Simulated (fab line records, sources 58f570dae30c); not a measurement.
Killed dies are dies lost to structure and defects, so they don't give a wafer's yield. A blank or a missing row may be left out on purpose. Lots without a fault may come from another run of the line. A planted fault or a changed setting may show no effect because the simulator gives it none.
Split-lot experiment | flow berkeley_cmos170 | 5 lots, 23 wafers read, on a route of 331 steps

THE SPLIT
At UCB170_PVT_IMPLANT_07, the setting energy_kev was moved away from the recipe's 30 on 9 of the 23 wafers read, by -4.4% to -1.8%. The other wafers ran this setting at the recipe's value.

The reading is taken at the split's own step.

THE READING
implant.drp_nm (the simulator's own value, which no gauge read), in nm, at UCB170_PVT_IMPLANT_07. The file gives no usual value for it.

wafer  | tool, chamber at the split | energy_kev as run | against the recipe | implant.drp_nm, nm | against lot-mates on the recipe
L078.1 | implanter-01, 0            | 29.11             | -3.0%              | 16.26              | -0.30
L078.5 | implanter-01, 0            | 29.11             | -3.0%              | 16.26              | -0.30
L078.6 | implanter-01, 0            | 29.11             | -3.0%              | 16.26              | -0.30
L078.2 | implanter-01, 0            | 30                | recipe             | 16.56              | -
L078.3 | implanter-01, 0            | 30                | recipe             | 16.56              | -
L077.1 | implanter-02, 0            | 30                | recipe             | 16.56              | -
L077.2 | implanter-02, 0            | 30                | recipe             | 16.56              | -
L077.3 | implanter-02, 0            | 30                | recipe             | 16.56              | -
L079.1 | implanter-01, 0            | 30                | recipe             | 16.56              | -
L079.3 | implanter-01, 0            | 30                | recipe             | 16.56              | -
L079.4 | implanter-01, 0            | 28.68             | -4.4%              | 16.12              | -0.44
L079.5 | implanter-01, 0            | 28.68             | -4.4%              | 16.12              | -0.44
L079.6 | implanter-01, 0            | 28.68             | -4.4%              | 16.12              | -0.44
L080.1 | implanter-01, 0            | 30                | recipe             | 16.56              | -
L080.2 | implanter-01, 0            | 30                | recipe             | 16.56              | -
L080.4 | implanter-01, 0            | 30                | recipe             | 16.56              | -
L080.5 | implanter-01, 0            | 30                | recipe             | 16.56              | -
L080.6 | implanter-01, 0            | 30                | recipe             | 16.56              | -
L081.1 | implanter-02, 0            | 29.47             | -1.8%              | 16.39              | -0.17
L081.3 | implanter-02, 0            | 29.47             | -1.8%              | 16.39              | -0.17
L081.5 | implanter-02, 0            | 29.47             | -1.8%              | 16.39              | -0.17
L081.2 | implanter-02, 0            | 30                | recipe             | 16.56              | -
L081.6 | implanter-02, 0            | 30                | recipe             | 16.56              | -

THE FIT
A straight line over all 23 wafers: implant.drp_nm changes by +0.1 nm for each +1% of energy_kev; r = +1.00; the points scatter about the line by 0.0028 nm.
The same after taking each lot's own level away (the mean of its wafers on the recipe; 23 wafers): +0.1 nm for each +1%; r = +1.00; scatter 0.0028 nm.
On that fit, the largest move of energy_kev shifts the reading by 0.44 nm.
The lots' own levels span 16.560 to 16.560 nm.
So the lot-to-lot level changes the slope little: the two slopes agree.
Check: with one of the wafers moved furthest among these (-4.4%) left out of the fit, the line predicts -0.44 nm for it against its lot-mates. It came out at -0.44 nm against them.

OTHER SPLITS ON THESE WAFERS
These wafers also went through other splits before the reading. Each is held against what the fit with the lots' levels taken away leaves over:
other split on the same wafers      | wafers away from the commonest value | r with implant.drp_nm (lot level and that fit taken away)
UCB170_FIELD_OXIDATION_01 ox_time_s | 18                                   | +0.66
UCB170_FIELD_WET_ETCH_06 time_s     | 18                                   | +0.65
UCB170_NVT_COAT_01 resist_thk_nm    | 11                                   | -0.19

THE WHOLE CHAIN: every reading that the file lists as answering this split, in the file's order
step                  | what it does | reading                                                         | change (the file's fit)               | r (the file's)
UCB170_PVT_IMPLANT_07 |              | implant.rp_nm (the simulator's own value, which no gauge read)  | +0.247 nm for each +1% of the setting | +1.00
UCB170_PVT_IMPLANT_07 |              | implant.drp_nm (the simulator's own value, which no gauge read) | +0.101 nm for each +1% of the setting | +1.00

THE FILE'S OWN FIT
implant.drp_nm changes by +0.101 nm for each +1% of energy_kev, r = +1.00.
